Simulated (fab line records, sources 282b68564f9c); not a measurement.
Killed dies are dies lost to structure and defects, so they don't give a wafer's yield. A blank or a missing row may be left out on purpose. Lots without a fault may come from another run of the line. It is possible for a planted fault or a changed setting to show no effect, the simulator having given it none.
fab line records	flow rit_cmos
record lots=5	wafers=15	last_day=7
route steps=202 shown PLDD@116 SPACER@125 NSD@131 PSD@142 SDANNEAL@153 SILICIDE@161 M1@202
lots that met no fault: from a run of the same line without faults
start_h: hours from the record's first day to the start of the lot's first wafer shown	wait_h: hours elapsed since this lot's preceding step	" the same as in the row above	L1.1+2: a row that stands for several wafers	- no value, or no start was given	* or withheld: withheld	< > ~ a bound
route shown NAME@n: NAME is a module with steps in the file, n the number in the route of the first one	usual: mean/standard deviation taken from wafers without a fault	same: alike in all rows	chamber/n: place in a boat	sites: the reading at each site	_std_site: their standard deviation	_edge_site: mean of outer sites minus mean of inner sites	radius_mm: for every site, how far away it sits from the centre of the wafer	mask NAME#n: copy n	behind: the most recent tool/chamber to have shaped the wafer	hold: what put the lot on hold/how long, in hours/how the hold closed	device: the transistor (n, p or np) that didn't switch	end of line: the same wafers' tests at the end of the route	where a step has no rows: the recipe by itself	killed: the dies lost at the first sort to structure and to defects; this is not the yield of the wafer	map: shows each die of a wafer: x if killed, . if not, _ if none is there
set.NAME: the setting as run; set.NAME@STEP: as run at that earlier step	model.NAME: the simulator's own value behind a step, which no gauge read
lots seen at some steps along the route; tables by step, rows by wafer
services: a tool's chamber out of use, with start hour (start_h, from the record's first day; less than 0 if before it), hours out, and reason
## steps
# step RIT_PLDD_SOFTBAKE_02
# recipe resist=NOVOLAK	temp_c=90	time_s=60
# step RIT_PLDD_EXPOSE_03
# recipe mask_id=M8	na=0.57	target_cd_nm=40900	dose_mj=250
# step RIT_PLDD_PEB_04
# recipe resist=NOVOLAK	temp_c=withheld	time_s=withheld
# step RIT_PLDD_DEVELOP_05
# recipe resist=NOVOLAK	develop_time_s=50	dev_temp_c=23
# step RIT_PLDD_OVL_MEAS_06
# usual PLDD_OVL=0.5/1.4
lot.wafer	tool	chamber	start_h	wait_h	PLDD_OVL[nm]
L945.2	overlay-02	-	64.99	-	0.4
L945.3	"	-	"	"	-1.7
L945.4	"	-	"	"	0.7
L948.1	overlay-01	-	78.06	-	1.7
L948.4	"	-	"	"	3.7
L948.6	"	-	"	"	3.5
L957.3	overlay-02	-	121.53	-	-0.3
L957.4	"	-	"	"	1.9
L957.5	"	-	"	"	-0.3
L960.2	overlay-02	-	137.50	-	0.6
L960.4	"	-	"	"	1.4
L960.5	"	-	"	"	1.1
L962.1	overlay-02	-	148.21	-	-1.3
L962.3	"	-	"	"	-2.3
L962.6	"	-	"	"	-2.3
# step RIT_PLDD_HARDBAKE_07
# recipe resist=NOVOLAK	temp_c=140	time_s=60
# step RIT_PLDD_IMPLANT_08
# recipe species=BF2	energy_kev=20	dose_cm2=9e+14	tilt_deg=7
# step RIT_PLDD_STRIP_09
# recipe chemistry=O2	time_s=180	resist=NOVOLAK	platen_temp_c=withheld	power_w=500	pressure_mtorr=4000	o2_flow_sccm=4000
# usual drypump_motor_current_A=5.3/0.42
lot.wafer	tool	chamber	start_h	wait_h	drypump_motor_current_A	rf_hours_counter_h
L945.2	plasma_asher-02	1	65.32	0.1	5.1	28
L945.3	"	1	"	"	5.1	-
L945.4	"	0	"	"	5.3	-
L948.1	plasma_asher-03	1	78.39	0.1	6.1	45
L948.4	"	1	"	"	6.1	-
L948.6	"	1	"	"	6.1	-
L957.3	plasma_asher-01	1	121.91	0.1	4.7	-
L957.4	"	0	"	"	5.8	-
L957.5	"	0	"	"	5.8	-
L960.2	plasma_asher-03	1	137.83	0.1	6.0	2
L960.4	"	0	"	"	5.3	-
L960.5	"	0	"	"	5.3	-
L962.1	plasma_asher-03	1	148.77	0.1	6.1	3
L962.3	"	1	"	"	6.0	-
L962.6	"	0	"	"	5.3	-
# step RIT_PLDD_TW_MEAS_10
# usual PLDD_TW=2346/8.6
lot.wafer	tool	chamber	start_h	wait_h	PLDD_TW
L945.2	film_metro-03	-	65.51	0.1	2340
L945.3	"	-	"	"	2335
L945.4	"	-	"	"	2337
L948.1	film_metro-03	-	78.57	0.1	2345
L948.4	"	-	"	"	2360
L948.6	"	-	"	"	2351
L957.3	film_metro-03	-	122.05	0.1	2337
L957.4	"	-	"	"	2341
L957.5	"	-	"	"	2350
L960.2	film_metro-03	-	138.02	0.1	2339
L960.4	"	-	"	"	2351
L960.5	"	-	"	"	2348
L962.1	film_metro-01	-	148.95	0.1	2357
L962.3	"	-	"	"	2364
L962.6	"	-	"	"	2347
# step RIT_SPACER_CLEAN_00
# recipe chemistry=SC1	mix=3:3:50	time_s=600	temp_c=75
# step RIT_SPACER_CLEAN_01
# recipe chemistry=dHF	dilution=50:1	time_s=30
# step RIT_SPACER_CLEAN_02
# recipe chemistry=SC2	mix=3:3:50	time_s=600	temp_c=75	dry=n2_spin
# step RIT_SPACER_CVD_03
# recipe material=Si3N4	target_thk_nm=250	temp_c=810	precursor=SiH2Cl2/NH3	time_s=3300	pressure_mtorr=300	sih2cl2_flow_sccm=60	nh3_flow_sccm=150
# usual zone_power_centre_pct=41/4.5	zone_power_load_pct=21.4/1.7
lot.wafer	tool	chamber	start_h	wait_h	zone_power_centre_pct	zone_power_load_pct	model.Si3N4_of_SPACER_CVD_03.thk_nm
L945.2	lpcvd-02	0	65.96	0.0	35	20.9	246.7
L945.3	"	0	"	"	35	21.5	247.2
L945.4	"	0	"	"	35	21.2	247.2
L948.1	lpcvd-01	0	79.44	0.4	45	19.8	248.7
L948.4	"	0	"	"	45	20.0	247.8
L948.6	"	0	"	"	45	20.1	248.1
L957.3	lpcvd-02	0	122.84	0.2	35	21.3	201.5
L957.4	"	0	"	"	35	21.3	200.8
L957.5	"	0	"	"	35	21.1	202.2
L960.2	lpcvd-01	0	138.53	0.1	45	20.1	244.7
L960.4	"	0	"	"	45	20.2	244.4
L960.5	"	0	"	"	45	20.1	244.1
L962.1	lpcvd-01	1	149.41	0.0	39	19.8	246.4
L962.3	"	1	"	"	40	19.6	246
L962.6	"	1	"	"	39	19.6	248.3
# step RIT_SPACER_THK_MEAS_04
# recipe reads=Si3N4_of_SPACER_CVD_03
# usual SPACER_NITRIDE_THK=249.5/3
lot.wafer	tool	chamber	start_h	wait_h	SPACER_NITRIDE_THK[nm]
L945.2	film_metro-03	-	67.88	0.0	246.6
L945.3	"	-	"	"	247.1
L945.4	"	-	"	"	247.2
L948.1	film_metro-04	-	81.36	0.0	248.6
L948.4	"	-	"	"	247.9
L948.6	"	-	"	"	248.1
L957.3	film_metro-01	-	124.78	0.2	201.5
L957.4	"	-	"	"	200.7
L957.5	"	-	"	"	202.3
L960.2	film_metro-01	-	140.46	0.0	244.5
L960.4	"	-	"	"	244.6
L960.5	"	-	"	"	244.1
L962.1	film_metro-04	-	151.32	0.0	246.2
L962.3	"	-	"	"	245.9
L962.6	"	-	"	"	248.1
# step RIT_SPACER_ETCHBACK_05
# recipe target_depth_a=2500	SF6_flow_sccm=30	CHF3_flow_sccm=30	target=Si3N4	chemistry=SF6/CHF3	pressure_mtorr=40	rf_w=250	time_s=240	stop_on=SiO2
# usual drypump_motor_current_A=5.5/0.43	oes_product_au=0.841/0.014	throttle_valve_pct=10.22/0.15
lot.wafer	tool	chamber	start_h	wait_h	drypump_motor_current_A	oes_product_au	rf_hours_counter_h	throttle_valve_pct	model.etch.depth_nm
L945.2	rie_diel-03	0	67.93	0.0	5.6	0.845	119	10.03	246.7
L945.3	"	3	"	"	5.8	0.843	127	10.18	247.2
L945.4	"	2	"	"	4.9	0.833	7	10.15	247.2
L948.1	rie_diel-01	3	81.42	0.1	5.0	0.856	125	10.32	248.7
L948.4	"	0	"	"	6.1	0.867	114	10.15	247.8
L948.6	"	1	"	"	5.6	0.841	-	10.32	248.1
L957.3	rie_diel-01	3	124.82	0.0	5.0	0.733	126	10.27	201.5
L957.4	"	1	"	"	5.6	0.719	15	10.29	200.8
L957.5	"	0	"	"	6.0	0.750	-	10.13	202.2
L960.2	rie_diel-03	1	140.51	0.0	5.5	0.830	34	10.36	244.7
L960.4	"	2	"	"	4.9	0.813	-	10.16	244.4
L960.5	"	0	"	"	5.6	0.842	-	10.02	244.1
L962.1	rie_diel-04	2	151.38	0.1	5.5	0.817	8	10.11	246.4
L962.3	"	0	"	"	5.6	0.845	13	10.48	246
L962.6	"	2	"	"	5.5	0.821	-	10.13	248.3
# step RIT_NSD_HMDS_00
# recipe prime_time_s=60	prime_temp_c=140
# step RIT_NSD_COAT_01
# recipe resist=NOVOLAK	spin_rpm=3250	resist_thk_nm=1000
# step RIT_NSD_SOFTBAKE_02
# recipe resist=NOVOLAK	temp_c=90	time_s=60
# step RIT_NSD_EXPOSE_03
# recipe mask_id=M9	na=0.57	target_cd_nm=40700	dose_mj=250
# step RIT_NSD_PEB_04
# recipe resist=NOVOLAK	temp_c=withheld	time_s=withheld
# step RIT_NSD_DEVELOP_05
# recipe resist=NOVOLAK	develop_time_s=50	dev_temp_c=23
# step RIT_NSD_OVL_MEAS_06
# usual NSD_OVL=1.2/1.5
lot.wafer	tool	chamber	start_h	wait_h	NSD_OVL[nm]
L945.2	overlay-02	-	69.15	-	-1.5
L945.3	"	-	"	"	-0.8
L945.4	"	-	"	"	-0.9
L948.1	overlay-01	-	82.42	-	1.7
L948.4	"	-	"	"	0.0
L948.6	"	-	"	"	-0.1
L957.3	overlay-01	-	125.83	-	3.6
L957.4	"	-	"	"	4.3
L957.5	"	-	"	"	4.1
L960.2	overlay-01	-	141.51	-	1.0
L960.4	"	-	"	"	2.5
L960.5	"	-	"	"	-0.1
L962.1	overlay-01	-	152.38	-	4.0
L962.3	"	-	"	"	3.1
L962.6	"	-	"	"	3.2
# step RIT_NSD_HARDBAKE_07
# recipe resist=NOVOLAK	temp_c=140	time_s=60
# step RIT_NSD_IMPLANT_08
# recipe species=P	energy_kev=25	dose_cm2=1e+15	tilt_deg=7
# step RIT_NSD_STRIP_09
# recipe chemistry=O2	time_s=180	resist=NOVOLAK	platen_temp_c=withheld	power_w=500	pressure_mtorr=4000	o2_flow_sccm=4000
# usual drypump_motor_current_A=5.5/0.49
lot.wafer	tool	chamber	start_h	wait_h	drypump_motor_current_A	rf_hours_counter_h
L945.2	plasma_asher-01	0	69.48	0.1	5.8	39
L945.3	"	1	"	"	4.8	-
L945.4	"	0	"	"	5.8	-
L948.1	plasma_asher-01	1	82.76	0.1	4.8	41
L948.4	"	0	"	"	5.8	-
L948.6	"	1	"	"	4.8	-
L957.3	plasma_asher-01	1	126.21	0.1	4.8	-
L957.4	"	0	"	"	5.8	-
L957.5	"	0	"	"	5.8	-
L960.2	plasma_asher-01	0	141.84	0.1	5.8	48
L960.4	"	1	"	"	4.8	-
L960.5	"	1	"	"	4.8	-
L962.1	plasma_asher-04	0	152.72	0.1	5.3	51
L962.3	"	1	"	"	6.1	-
L962.6	"	0	"	"	5.3	-
# step RIT_NSD_TW_MEAS_10
# usual NSD_TW=3120/12
lot.wafer	tool	chamber	start_h	wait_h	NSD_TW
L945.2	film_metro-03	-	69.66	0.1	3123
L945.3	"	-	"	"	3110
L945.4	"	-	"	"	3124
L948.1	film_metro-03	-	82.93	0.1	3120
L948.4	"	-	"	"	3125
L948.6	"	-	"	"	3131
L957.3	film_metro-03	-	126.35	0.1	3116
L957.4	"	-	"	"	3124
L957.5	"	-	"	"	3108
L960.2	film_metro-02	-	142.03	0.1	3112
L960.4	"	-	"	"	3111
L960.5	"	-	"	"	3113
L962.1	film_metro-01	-	152.90	0.1	3117
L962.3	"	-	"	"	3116
L962.6	"	-	"	"	3115
# step RIT_PSD_HMDS_00
# recipe prime_time_s=60	prime_temp_c=140
# step RIT_PSD_COAT_01
# recipe resist=NOVOLAK	spin_rpm=3250	resist_thk_nm=1000
# step RIT_PSD_SOFTBAKE_02
# recipe resist=NOVOLAK	temp_c=90	time_s=60
# step RIT_PSD_EXPOSE_03
# recipe mask_id=M10	na=0.57	target_cd_nm=40900	dose_mj=250
# step RIT_PSD_PEB_04
# recipe resist=NOVOLAK	temp_c=withheld	time_s=withheld
# step RIT_PSD_DEVELOP_05
# recipe resist=NOVOLAK	develop_time_s=50	dev_temp_c=23
# step RIT_PSD_OVL_MEAS_06
# usual PSD_OVL=0.8/1.8
lot.wafer	tool	chamber	start_h	wait_h	PSD_OVL[nm]
L945.2	overlay-02	-	70.57	-	2.1
L945.3	"	-	"	"	1.2
L945.4	"	-	"	"	0.5
L948.1	overlay-01	-	83.98	-	-0.7
L948.4	"	-	"	"	1.3
L948.6	"	-	"	"	1.2
L957.3	overlay-02	-	127.25	-	1.9
L957.4	"	-	"	"	2.0
L957.5	"	-	"	"	0.4
L960.2	overlay-01	-	143.06	-	1.9
L960.4	"	-	"	"	2.7
L960.5	"	-	"	"	1.9
L962.1	overlay-02	-	153.93	-	1.0
L962.3	"	-	"	"	0.5
L962.6	"	-	"	"	1.3
# step RIT_PSD_HARDBAKE_07
# recipe resist=NOVOLAK	temp_c=140	time_s=60
# step RIT_PSD_IMPLANT_08
# recipe species=BF2	energy_kev=27	dose_cm2=5e+15	tilt_deg=7
# step RIT_PSD_STRIP_09
# recipe chemistry=O2	time_s=180	resist=NOVOLAK	platen_temp_c=withheld	power_w=500	pressure_mtorr=4000	o2_flow_sccm=4000
# usual drypump_motor_current_A=5.4/0.42
lot.wafer	tool	chamber	start_h	wait_h	drypump_motor_current_A	rf_hours_counter_h
L945.2	plasma_asher-02	0	70.90	0.1	5.3	29
L945.3	"	1	"	"	5.1	-
L945.4	"	0	"	"	5.3	-
L948.1	plasma_asher-04	1	84.32	0.1	6.1	43
L948.4	"	0	"	"	5.3	-
L948.6	"	0	"	"	5.3	-
L957.3	plasma_asher-01	0	127.64	0.1	5.8	-
L957.4	"	1	"	"	4.8	-
L957.5	"	0	"	"	5.8	-
L960.2	plasma_asher-04	1	143.39	0.1	6.1	50
L960.4	"	1	"	"	6.1	-
L960.5	"	1	"	"	6.1	-
L962.1	plasma_asher-04	1	154.32	0.1	6.1	51
L962.3	"	0	"	"	5.3	-
L962.6	"	0	"	"	5.3	-
# step RIT_PSD_TW_MEAS_10
# usual PSD_TW=3428/15
lot.wafer	tool	chamber	start_h	wait_h	PSD_TW
L945.2	film_metro-02	-	71.09	0.1	3456
L945.3	"	-	"	"	3442
L945.4	"	-	"	"	3410
L948.1	film_metro-01	-	84.49	0.1	3445
L948.4	"	-	"	"	3441
L948.6	"	-	"	"	3431
L957.3	film_metro-01	-	127.77	0.1	3421
L957.4	"	-	"	"	3410
L957.5	"	-	"	"	3418
L960.2	film_metro-01	-	143.57	0.1	3439
L960.4	"	-	"	"	3423
L960.5	"	-	"	"	3437
L962.1	film_metro-03	-	154.50	0.1	3441
L962.3	"	-	"	"	3443
L962.6	"	-	"	"	3429
# step RIT_SDANNEAL_CLEAN_00
# recipe chemistry=SC1	mix=3:3:50	time_s=600	temp_c=75
# step RIT_SDANNEAL_CLEAN_01
# recipe chemistry=dHF	dilution=50:1	time_s=30
# step RIT_SDANNEAL_CLEAN_02
# recipe chemistry=SC2	mix=3:3:50	time_s=600	temp_c=75	dry=n2_spin
# step RIT_SDANNEAL_RTA_03
# recipe temp_c=1050	time_s=5	idle_temp_c=600	ramp_up_c_per_s=342	ramp_down_c_per_s=171	cool_to_c=600	ambient=N2
# usual chamber_o2_ppm=2.002/0.02	wafer_temp_C_max=1053.5/1.1
lot.wafer	tool	chamber	start_h	wait_h	chamber_o2_ppm	wafer_temp_C_max
L945.2	rtp_anneal-01	0	71.54	0.0	1.981	1053.2
L945.3	"	0	"	"	1.982	1054.2
L945.4	"	0	"	"	1.978	1053.0
L948.1	rtp_anneal-02	0	84.95	0.0	2.008	1054.2
L948.4	"	0	"	"	2.020	1052.6
L948.6	"	0	"	"	2.007	1054.6
L957.3	rtp_anneal-01	0	128.20	0.0	1.988	1055.0
L957.4	"	0	"	"	1.973	1054.4
L957.5	"	0	"	"	1.972	1052.7
L960.2	rtp_anneal-02	0	144.02	0.0	2.012	1052.7
L960.4	"	0	"	"	2.052	1052.7
L960.5	"	0	"	"	2.055	1053.4
L962.1	rtp_anneal-02	0	154.93	0.0	1.995	1052.2
L962.3	"	0	"	"	2.030	1053.2
L962.6	"	0	"	"	1.988	1056.2
# step RIT_SDANNEAL_RS_MEAS_04
# recipe thk_meas_gauge=four-point-probe
# usual PSD_RS=115.79/0.26
lot.wafer	tool	chamber	start_h	wait_h	PSD_RS[ohm/sq]
L945.2	film_metro-02	-	71.61	0.1	116.17
L945.3	"	-	"	"	116.07
L945.4	"	-	"	"	115.97
L948.1	film_metro-02	-	85.01	0.0	116.14
L948.4	"	-	"	"	115.89
L948.6	"	-	"	"	115.70
L957.3	film_metro-01	-	128.28	0.1	116.11
L957.4	"	-	"	"	115.79
L957.5	"	-	"	"	115.90
L960.2	film_metro-03	-	144.08	0.1	115.47
L960.4	"	-	"	"	115.22
L960.5	"	-	"	"	115.32
L962.1	film_metro-03	-	154.98	0.0	115.34
L962.3	"	-	"	"	115.31
L962.6	"	-	"	"	115.42
# step RIT_SILICIDE_WET_ETCH_00
# recipe chemistry=BOE	target=SiO2	target_depth_nm=14	time_s=15	dry=n2_spin	dilution=10:1	temp_c=21.5
lot.wafer	tool	chamber	start_h	wait_h	model.Si3N4_of_SPACER_CVD_03.thk_nm
L945.2	wet_bench-04	0	72.07	0.1	192.9
L945.3	"	0	"	"	193.8
L945.4	"	0	"	"	193.2
L948.1	wet_bench-04	3	85.49	0.1	193.5
L948.4	"	3	"	"	193.8
L948.6	"	3	"	"	194.1
L957.3+4	wet_bench-03	2	128.72	0.1	156.6
L957.5	"	2	"	"	158.4
L960.2	wet_bench-04	0	144.54	0.1	191.8
L960.4	"	0	"	"	191.2
L960.5	"	0	"	"	190.8
L962.1	wet_bench-01	2	155.46	0.1	192.5
L962.3	"	2	"	"	191.6
L962.6	"	2	"	"	194.5
# step RIT_M1_PROBE_99
# usual killed_at_contacts=0.1/0.3	killed_at_front_end=7/3.3	killed_dies=7/3.3	killed_open=3.8/2.3	killed_short=3.5/2.1
# same gross_dies=264	killed_at_M0_to_M3=0	killed_at_M4_up=0	killed_at_back_side=0	killed_at_other=0
lot.wafer	tool	chamber	start_h	wait_h	killed_at_contacts	killed_at_front_end	killed_dies	killed_open	killed_short
L945.2	prober-01	-	79.16	0.1	0	4	4	1	3
L945.3	prober-01	-	79.21	0.2	0	12	12	5	7
L945.4	prober-01	-	79.26	0.2	0	4	4	2	2
L948.1	prober-01	-	92.39	0.1	0	5	5	1	4
L948.4	prober-01	-	92.54	0.2	0	3	3	2	1
L948.6	prober-01	-	92.64	0.2	0	3	3	2	1
L957.3	prober-01	-	135.82	0.2	0	7	7	4	3
L957.4	prober-01	-	135.87	0.2	1	3	4	3	1
L957.5	prober-01	-	135.92	0.2	0	12	12	10	2
L960.2	prober-01	-	151.67	0.1	0	6	6	6	0
L960.4	prober-01	-	151.77	0.2	0	10	10	6	4
L960.5	prober-01	-	151.82	0.2	0	10	10	6	4
# killed by level:class
L945.2 GATE:geometric_particle:short=2 GATE:geometric_particle:open=1 SPACER:geometric_particle:short=1
L945.3 GATE:geometric_particle:short=6 GATE:geometric_particle:open=3 FOX1:geometric_particle:open=1 FOX2:geometric_particle:open=1 REOX:geometric_particle:short=1
L945.4 FOX2:geometric_particle:short=1 REOX:geometric_particle:open=1 SPACER:geometric_particle:open=1 SILICIDE:geometric_particle:short=1
L948.1 GATE:geometric_particle:short=2 GATE:geometric_particle:open=1 REOX:geometric_particle:short=1 SILICIDE:geometric_particle:short=1
L948.4 FOX1:geometric_particle:open=1 FOX2:geometric_particle:short=1 REOX:geometric_particle:open=1
L948.6 FOX2:geometric_particle:open=2 FOX2:geometric_particle:short=1
L957.3 REOX:geometric_particle:open=3 REOX:geometric_particle:short=2 SPACER:geometric_particle:short=1 SPACER:geometric_particle:open=1
L957.4 GATE:geometric_particle:open=1 REOX:geometric_particle:open=1 SILICIDE:geometric_particle:open=1 CONTACT:geometric_particle:short=1
L957.5 GATE:geometric_particle:open=5 FOX1:geometric_particle:open=2 SILICIDE:geometric_particle:open=2 GATE:geometric_particle:short=1 REOX:geometric_particle:open=1 SPACER:geometric_particle:short=1
L960.2 FOX1:geometric_particle:open=2 FOX2:geometric_particle:open=2 GATE:geometric_particle:open=1 SILICIDE:geometric_particle:open=1
L960.4 FOX1:geometric_particle:short=3 GATE:geometric_particle:open=2 SPACER:geometric_particle:open=2 SILICIDE:geometric_particle:open=2 SILICIDE:geometric_particle:short=1
L960.5 GATE:geometric_particle:short=2 REOX:geometric_particle:open=2 SPACER:geometric_particle:open=2 FOX1:geometric_particle:open=1 FOX1:geometric_particle:short=1 GATE:geometric_particle:open=1 REOX:geometric_particle:short=1
## services
tool	chamber	start_h	hours	kind
rtp_anneal-02	-	45.17	2.7	pm
rie_diel-04	3	86.84	2.3	repair
plasma_asher-03	-	86.96	2.8	repair
plasma_asher-03	-	108.75	9.0	pm
plasma_asher-03	0	108.75	9.0	vent_cycle
plasma_asher-03	1	108.75	9.0	vent_cycle
plasma_asher-03	0	117.75	-	clean
plasma_asher-03	1	117.75	-	clean
rie_diel-04	0	125.20	9.8	repair
lpcvd-02	-	125.28	0.9	repair
rie_diel-04	-	128.07	13.8	repair
rie_diel-04	3	129.12	3.5	repair
rie_diel-03	3	131.54	16.4	repair
plasma_asher-04	-	136.28	2.8	pm
rie_diel-01	-	145.81	0.7	repair
plasma_asher-02	-	153.39	1.0	repair
## key
first_sign step=RIT_SPACER_THK_MEAS_04	reading=SPACER_NITRIDE_THK	direction=down	sigmas=16	usual=249.5	struck=201.5
effect step=RIT_SPACER_ETCHBACK_05	reading=oes_product_au	direction=down	sigmas=7.5	usual=0.841	struck=0.734
model_effect step=RIT_SPACER_CVD_03	value=Si3N4_of_SPACER_CVD_03.thk_nm	without=250.3	struck=201.5
model_effect step=RIT_SPACER_ETCHBACK_05	value=etch.depth_nm	without=250.3	struck=201.5
model_effect step=RIT_SILICIDE_WET_ETCH_00	value=Si3N4_of_SPACER_CVD_03.thk_nm	without=195.5	struck=157.2
met_at RIT_SPACER_CVD_03
struck_wafers L957.3,L957.4,L957.5
tester_left_out L957
onset_between 65.96 122.84
also_fits RIT_PLDD_STRIP_09:plasma_asher-01
fault kind=process_parameter_drift	tool=lpcvd-02	chamber=0	onset_h=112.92	steps=RIT_SPACER_CVD_03	channel=time_s	offset=*	shape=step	end_h=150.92	acts_in=*	stated=*
# tester_left_out: of these lots the tester's yield and bins aren't shown, on N5 and GAA mostly nor the transistor test; their killed dies are dies lost to structure and defects alone, not to doping, threshold or leakage, so they don't give the yield
